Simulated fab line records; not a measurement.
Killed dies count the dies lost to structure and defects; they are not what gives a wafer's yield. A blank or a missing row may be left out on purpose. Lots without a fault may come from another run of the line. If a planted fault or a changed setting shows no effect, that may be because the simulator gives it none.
fab line records :: flow berkeley-cmos170
[record]
  lots = 13
  wafers = 39
  last-day = 11
route steps=331 shown NWELL@23
lots with no fault: from the same line, run without faults
start-h: start of the lot's first displayed wafer, in hours after the record's first day :: wait-h: hours from the lot's prior step to this one :: " same as the row above :: L1.1+2: a single row standing in for several wafers :: - value missing, or start not given :: * or withheld: withheld :: < > ~ a bound
route shown NAME@n: a module of which the file shows steps, and the number in the route of the first :: usual: average and standard deviation across the fault-free wafers :: same: alike in all rows :: chamber/n: place in a boat :: sites: readings site by site :: _std_site: how widely they spread, as a standard deviation :: _edge_site: the outer-site mean with the inner-site mean subtracted :: radius-mm: for every site, how far away it sits from the centre of the wafer :: mask NAME#n: copy n :: behind: the tool/chamber that last shaped the wafer :: hold: reason for holding the lot/hours on hold/outcome of the hold :: device: names the non-switching transistor (n, p or np) :: end of line: tests run on the same wafers once the route is complete :: where a step has no rows: the recipe by itself :: killed: the dies lost at the first sort to structure and to defects; this is not the yield of the wafer :: map: shows each die of a wafer: x if killed, . if not, _ if none is there
set.NAME: the setting that was run; set.NAME@STEP: the one run at that earlier step :: model.NAME: the simulator's own value behind a step, which no gauge read
route steps across a sampled set of lots; one table per step, one row per wafer
services: a tool's chamber out of use, with start hour (start-h, from the record's first day; less than 0 if before it), hours out, and reason
[[steps]]
[step UCB170_NWELL_EXPOSE_09]
[recipe]
  mask-id = NWELL
  target-cd-nm = 3000
  na = 0.5
  sigma-outer = 0.6
  source-shape = conventional
  dose-mj = 25
lot.wafer: L858.2+3+6
tool: krf-scanner-02
chamber: 0
start-h: 36.34
wait-h: 0.1
mask: NWELL#0

lot.wafer: L859.1+3+4
tool: krf-scanner-01
chamber: 0
start-h: 48.29
wait-h: 0.2
mask: NWELL#0

lot.wafer: L860.3+5+6
tool: krf-scanner-01
chamber: 0
start-h: 48.59
wait-h: 0.1
mask: NWELL#0

lot.wafer: L861.1+5+6
tool: krf-scanner-01
chamber: 0
start-h: 54.15
wait-h: 0.1
mask: PWELL#0

lot.wafer: L862.1+3+4
tool: krf-scanner-02
chamber: 0
start-h: 68.55
wait-h: 0.2
mask: NWELL#0

lot.wafer: L870.2+3+6
tool: krf-scanner-01
chamber: 0
start-h: 99.06
wait-h: 0.2
mask: NWELL#0

lot.wafer: L872.2+5+6
tool: krf-scanner-01
chamber: 0
start-h: 110.03
wait-h: 0.1
mask: NWELL#0

lot.wafer: L874.2+3+4
tool: krf-scanner-02
chamber: 0
start-h: 119.75
wait-h: 0.1
mask: NWELL#0

lot.wafer: L875.2+3+4
tool: krf-scanner-01
chamber: 0
start-h: 125.89
wait-h: 0.2
mask: NWELL#0

lot.wafer: L876.2+4+5
tool: krf-scanner-01
chamber: 0
start-h: 137.60
wait-h: 0.1
mask: NWELL#0

lot.wafer: L879.1+4+5
tool: krf-scanner-02
chamber: 0
start-h: 140.79
wait-h: 0.2
mask: NWELL#0

lot.wafer: L877.2+3+6
tool: krf-scanner-02
chamber: 0
start-h: 140.93
wait-h: 0.4
mask: NWELL#0

lot.wafer: L878.1+3+5
tool: krf-scanner-01
chamber: 0
start-h: 141.15
wait-h: 0.6
mask: NWELL#0
[step UCB170_NWELL_OVL_MEAS_12]
[usual]
  NWELL_OVL = -1/4.6
lot.wafer: L858.2
tool: overlay-01
chamber: -
start-h: 36.90
wait-h: -
NWELL_OVL[nm]: 2

lot.wafer: L858.3
tool: overlay-01
chamber: -
start-h: 36.90
wait-h: -
NWELL_OVL[nm]: 6

lot.wafer: L858.6
tool: overlay-01
chamber: -
start-h: 36.90
wait-h: -
NWELL_OVL[nm]: -3

lot.wafer: L859.1
tool: overlay-02
chamber: -
start-h: 49.17
wait-h: -
NWELL_OVL[nm]: 4

lot.wafer: L859.3
tool: overlay-02
chamber: -
start-h: 49.17
wait-h: -
NWELL_OVL[nm]: -10

lot.wafer: L859.4
tool: overlay-02
chamber: -
start-h: 49.17
wait-h: -
NWELL_OVL[nm]: 5

lot.wafer: L860.3
tool: overlay-02
chamber: -
start-h: 49.45
wait-h: -
NWELL_OVL[nm]: -1

lot.wafer: L860.5
tool: overlay-02
chamber: -
start-h: 49.45
wait-h: -
NWELL_OVL[nm]: -5

lot.wafer: L860.6
tool: overlay-02
chamber: -
start-h: 49.45
wait-h: -
NWELL_OVL[nm]: -2

lot.wafer: L861.1
tool: overlay-01
chamber: -
start-h: 54.54
wait-h: -
NWELL_OVL[nm]: -

lot.wafer: L861.5
tool: overlay-01
chamber: -
start-h: 54.54
wait-h: -
NWELL_OVL[nm]: -

lot.wafer: L861.6
tool: overlay-01
chamber: -
start-h: 54.54
wait-h: -
NWELL_OVL[nm]: -

lot.wafer: L862.1
tool: overlay-01
chamber: -
start-h: 69.07
wait-h: -
NWELL_OVL[nm]: 0

lot.wafer: L862.3
tool: overlay-01
chamber: -
start-h: 69.07
wait-h: -
NWELL_OVL[nm]: 1

lot.wafer: L862.4
tool: overlay-01
chamber: -
start-h: 69.07
wait-h: -
NWELL_OVL[nm]: 3

lot.wafer: L870.2
tool: overlay-02
chamber: -
start-h: 100.09
wait-h: -
NWELL_OVL[nm]: -10

lot.wafer: L870.3
tool: overlay-02
chamber: -
start-h: 100.09
wait-h: -
NWELL_OVL[nm]: -6

lot.wafer: L870.6
tool: overlay-02
chamber: -
start-h: 100.09
wait-h: -
NWELL_OVL[nm]: -8

lot.wafer: L872.2
tool: overlay-02
chamber: -
start-h: 110.74
wait-h: -
NWELL_OVL[nm]: -6

lot.wafer: L872.5
tool: overlay-02
chamber: -
start-h: 110.74
wait-h: -
NWELL_OVL[nm]: 5

lot.wafer: L872.6
tool: overlay-02
chamber: -
start-h: 110.74
wait-h: -
NWELL_OVL[nm]: -1

lot.wafer: L874.2
tool: overlay-01
chamber: -
start-h: 120.13
wait-h: -
NWELL_OVL[nm]: -5

lot.wafer: L874.3
tool: overlay-01
chamber: -
start-h: 120.13
wait-h: -
NWELL_OVL[nm]: -5

lot.wafer: L874.4
tool: overlay-01
chamber: -
start-h: 120.13
wait-h: -
NWELL_OVL[nm]: 7

lot.wafer: L875.2
tool: overlay-02
chamber: -
start-h: 126.30
wait-h: -
NWELL_OVL[nm]: 3

lot.wafer: L875.3
tool: overlay-02
chamber: -
start-h: 126.30
wait-h: -
NWELL_OVL[nm]: -9

lot.wafer: L875.4
tool: overlay-02
chamber: -
start-h: 126.30
wait-h: -
NWELL_OVL[nm]: 2

lot.wafer: L876.2
tool: overlay-02
chamber: -
start-h: 138.20
wait-h: -
NWELL_OVL[nm]: 9

lot.wafer: L876.4
tool: overlay-02
chamber: -
start-h: 138.20
wait-h: -
NWELL_OVL[nm]: 3

lot.wafer: L876.5
tool: overlay-02
chamber: -
start-h: 138.20
wait-h: -
NWELL_OVL[nm]: 6

lot.wafer: L879.1
tool: overlay-01
chamber: -
start-h: 141.18
wait-h: -
NWELL_OVL[nm]: 2

lot.wafer: L879.4
tool: overlay-01
chamber: -
start-h: 141.18
wait-h: -
NWELL_OVL[nm]: 0

lot.wafer: L879.5
tool: overlay-01
chamber: -
start-h: 141.18
wait-h: -
NWELL_OVL[nm]: -4

lot.wafer: L877.2
tool: overlay-02
chamber: -
start-h: 141.31
wait-h: -
NWELL_OVL[nm]: 6

lot.wafer: L877.3
tool: overlay-02
chamber: -
start-h: 141.31
wait-h: -
NWELL_OVL[nm]: 2

lot.wafer: L877.6
tool: overlay-02
chamber: -
start-h: 141.31
wait-h: -
NWELL_OVL[nm]: 1

lot.wafer: L878.1
tool: overlay-01
chamber: -
start-h: 141.54
wait-h: -
NWELL_OVL[nm]: -1

lot.wafer: L878.3
tool: overlay-01
chamber: -
start-h: 141.54
wait-h: -
NWELL_OVL[nm]: 3

lot.wafer: L878.5
tool: overlay-01
chamber: -
start-h: 141.54
wait-h: -
NWELL_OVL[nm]: -2
[step UCB170_NWELL_TW_MEAS_16]
[usual]
  NWELL_TW = 1243/16
lot.wafer: L858.2
tool: film-metro-02
chamber: -
start-h: 37.29
wait-h: 0.1
NWELL_TW: 1255

lot.wafer: L858.3
tool: film-metro-02
chamber: -
start-h: 37.29
wait-h: 0.1
NWELL_TW: 1249

lot.wafer: L858.6
tool: film-metro-02
chamber: -
start-h: 37.29
wait-h: 0.1
NWELL_TW: 1253

lot.wafer: L859.1
tool: film-metro-02
chamber: -
start-h: 49.56
wait-h: 0.1
NWELL_TW: 1243

lot.wafer: L859.3
tool: film-metro-02
chamber: -
start-h: 49.56
wait-h: 0.1
NWELL_TW: 1241

lot.wafer: L859.4
tool: film-metro-02
chamber: -
start-h: 49.56
wait-h: 0.1
NWELL_TW: 1245

lot.wafer: L860.3
tool: film-metro-03
chamber: -
start-h: 49.85
wait-h: 0.1
NWELL_TW: 1263

lot.wafer: L860.5
tool: film-metro-03
chamber: -
start-h: 49.85
wait-h: 0.1
NWELL_TW: 1259

lot.wafer: L860.6
tool: film-metro-03
chamber: -
start-h: 49.85
wait-h: 0.1
NWELL_TW: 1255

lot.wafer: L861.1
tool: film-metro-04
chamber: -
start-h: 54.92
wait-h: 0.1
NWELL_TW: 30

lot.wafer: L861.5
tool: film-metro-04
chamber: -
start-h: 54.92
wait-h: 0.1
NWELL_TW: 30

lot.wafer: L861.6
tool: film-metro-04
chamber: -
start-h: 54.92
wait-h: 0.1
NWELL_TW: 30

lot.wafer: L862.1
tool: film-metro-03
chamber: -
start-h: 69.45
wait-h: 0.1
NWELL_TW: 1258

lot.wafer: L862.3
tool: film-metro-03
chamber: -
start-h: 69.45
wait-h: 0.1
NWELL_TW: 1263

lot.wafer: L862.4
tool: film-metro-03
chamber: -
start-h: 69.45
wait-h: 0.1
NWELL_TW: 1264

lot.wafer: L870.2
tool: film-metro-04
chamber: -
start-h: 100.48
wait-h: 0.1
NWELL_TW: 1228

lot.wafer: L870.3
tool: film-metro-04
chamber: -
start-h: 100.48
wait-h: 0.1
NWELL_TW: 1224

lot.wafer: L870.6
tool: film-metro-04
chamber: -
start-h: 100.48
wait-h: 0.1
NWELL_TW: 1221

lot.wafer: L872.2
tool: film-metro-04
chamber: -
start-h: 111.17
wait-h: 0.1
NWELL_TW: 1222

lot.wafer: L872.5
tool: film-metro-04
chamber: -
start-h: 111.17
wait-h: 0.1
NWELL_TW: 1222

lot.wafer: L872.6
tool: film-metro-04
chamber: -
start-h: 111.17
wait-h: 0.1
NWELL_TW: 1227

lot.wafer: L874.2
tool: film-metro-02
chamber: -
start-h: 120.52
wait-h: 0.1
NWELL_TW: 1250

lot.wafer: L874.3
tool: film-metro-02
chamber: -
start-h: 120.52
wait-h: 0.1
NWELL_TW: 1248

lot.wafer: L874.4
tool: film-metro-02
chamber: -
start-h: 120.52
wait-h: 0.1
NWELL_TW: 1247

lot.wafer: L875.2
tool: film-metro-02
chamber: -
start-h: 126.69
wait-h: 0.1
NWELL_TW: 1244

lot.wafer: L875.3
tool: film-metro-02
chamber: -
start-h: 126.69
wait-h: 0.1
NWELL_TW: 1241

lot.wafer: L875.4
tool: film-metro-02
chamber: -
start-h: 126.69
wait-h: 0.1
NWELL_TW: 1246

lot.wafer: L876.2
tool: film-metro-04
chamber: -
start-h: 138.64
wait-h: 0.1
NWELL_TW: 1223

lot.wafer: L876.4
tool: film-metro-04
chamber: -
start-h: 138.64
wait-h: 0.1
NWELL_TW: 1225

lot.wafer: L876.5
tool: film-metro-04
chamber: -
start-h: 138.64
wait-h: 0.1
NWELL_TW: 1228

lot.wafer: L879.1
tool: film-metro-02
chamber: -
start-h: 141.57
wait-h: 0.1
NWELL_TW: 1246

lot.wafer: L879.4
tool: film-metro-02
chamber: -
start-h: 141.57
wait-h: 0.1
NWELL_TW: 1242

lot.wafer: L879.5
tool: film-metro-02
chamber: -
start-h: 141.57
wait-h: 0.1
NWELL_TW: 1239

lot.wafer: L877.2
tool: film-metro-04
chamber: -
start-h: 141.70
wait-h: 0.1
NWELL_TW: 1229

lot.wafer: L877.3
tool: film-metro-04
chamber: -
start-h: 141.70
wait-h: 0.1
NWELL_TW: 1222

lot.wafer: L877.6
tool: film-metro-04
chamber: -
start-h: 141.70
wait-h: 0.1
NWELL_TW: 1227

lot.wafer: L878.1
tool: film-metro-03
chamber: -
start-h: 141.93
wait-h: 0.1
NWELL_TW: 1245

lot.wafer: L878.3
tool: film-metro-03
chamber: -
start-h: 141.93
wait-h: 0.1
NWELL_TW: 1237

lot.wafer: L878.5
tool: film-metro-03
chamber: -
start-h: 141.93
wait-h: 0.1
NWELL_TW: 1232
[[services]]
tool: krf-scanner-02
chamber: 0
start-h: 16.55
hours: -
kind: calibration

tool: krf-scanner-02
chamber: -
start-h: 25.68
hours: 1.0
kind: pm

tool: krf-scanner-01
chamber: -
start-h: 93.52
hours: 4.0
kind: pm

tool: krf-scanner-01
chamber: 0
start-h: 96.12
hours: -
kind: calibration

tool: krf-scanner-02
chamber: -
start-h: 97.54
hours: 4.0
kind: pm

tool: krf-scanner-02
chamber: -
start-h: 104.14
hours: 0.1
kind: repair

tool: krf-scanner-01
chamber: -
start-h: 112.49
hours: 0.8
kind: pm

tool: krf-scanner-02
chamber: -
start-h: 134.80
hours: 1.3
kind: pm
[[key]]
[first-sign]
  step = UCB170_NWELL_EXPOSE_09
  reading = mask
  direction = changed
[effect]
  step = UCB170_NWELL_OVL_MEAS_12
  reading = NWELL_OVL
  direction = missing
[effect]
  step = UCB170_NWELL_TW_MEAS_16
  reading = NWELL_TW
  direction = down
  sigmas = 76
  usual = 1243
  struck = 30
met-at UCB170_NWELL_EXPOSE_09
struck-lots L861
later-rows-left-out L861.1,L861.5,L861.6
sort-left-out L861.1,L861.5,L861.6
tester-left-out L861
onset-between 48.59 54.15
[fault]
  kind = wrong-mask
  tool = any
  chamber = -
  onset-h = 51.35
  steps = UCB170_NWELL_EXPOSE_09
  aux-copy = PWELL#0
  scope = struck-lots-only
// tester-left-out: of these lots the tester's yield and bins aren't shown, on N5 and GAA mostly nor the transistor test; their killed dies are dies lost to structure and defects alone, not to doping, threshold or leakage, so they don't give the yield
// sort-left-out: the simulated sort isn't trusted on such a fault, so these wafers' sort isn't shown, and their yield isn't known
// later-rows-left-out: the simulator's readings of these wafers behind a module that went badly wrong aren't trusted and aren't shown, but for the sort
